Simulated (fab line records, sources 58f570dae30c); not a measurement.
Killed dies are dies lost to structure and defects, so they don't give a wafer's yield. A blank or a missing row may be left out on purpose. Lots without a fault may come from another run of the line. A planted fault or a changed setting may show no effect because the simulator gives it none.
Problem report in the 8D (eight disciplines) form, filled by code | flow berkeley_cmos170 | the parts of the form that need people (team, actions taken, sign-off) are left out

1. THE PROBLEM
tilt_deg at UCB170_PFIELD_IMPLANT_07 reads a mean of 7.229 degrees on 6 wafers of 2 lots; wafers without a fault read 6.998 degrees with a standard deviation of 0.023. That is +10 standard deviations from the usual mean.
First seen on wafer L875.1, day 8 16:19, on implanter-01. The record holds 42 wafers of 14 lots with a number at this step. Rule for "out", or "out of limits": more than 4 standard deviations from the usual mean. The other wafers with a number count as sound.

2. WHAT IT IS AND WHAT IT IS NOT
question                    | is                     | is not
which readings at this step | tilt_deg               | -
which lots                  | L875, L876             | L856, L857, L858, L860, L861, L862, L863, L864, L866, L868, L870, L873
which wafers of those lots  | all that have a number | -
read on which tools         | implanter-01           | implanter-02, implanter-04
when                        | from day 8 16:19       | up to then (36 sound wafers)

3. SUSPECTS, AND WHAT RULES EACH OUT
Counting: a tool at a process step up to the reading stays a suspect if it ran every lot that is out and no sound lot after the first of them.
- implanter-01 at UCB170_PFIELD_IMPLANT_07: kept. It ran every lot that is out, first L875 (day 8 16:19), and no sound lot after that; its last sound lot up to then is L863 (day 6 01:55). Its own readings are out on those wafers: tilt_deg.
Left after counting: implanter-01 at UCB170_PFIELD_IMPLANT_07.

4. THE CAUSE (what the simulator had put in)
Process parameter drift: implanter-01, from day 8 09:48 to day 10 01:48, at UCB170_PFIELD_IMPLANT_07. Setting tilt_deg, moved by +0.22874, from 7. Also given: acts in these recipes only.
Counting left only this tool.

5. THE CHAIN OF EFFECTS, in route order
Each row: a reading whose mean over the struck wafers that have a number lies more than 3 standard deviations from the usual. Only readings for which the record gives a usual standard deviation are gone through. hours: the time from each lot's start at the first step in this table that gives one to its start at this step, as a median over the lots. sigmas: the change in usual standard deviations.
hours | step                     | reading  | usual         | on struck wafers | change | sigmas
0     | UCB170_PFIELD_IMPLANT_07 | tilt_deg | 6.998 degrees | 7.229            | +0.231 | +10
The process steps in it:
- UCB170_PFIELD_IMPLANT_07
Later measuring or inspecting steps at which every struck wafer that the step has a row for has a number for every such reading, and none has moved that far: UCB170_FIELD_THK_MEAS_02.

6. WHAT WOULD HAVE CAUGHT IT SOONER
In this record the first reading out of limits was taken at day 8 16:19, 7 hours after the fault began at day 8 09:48.
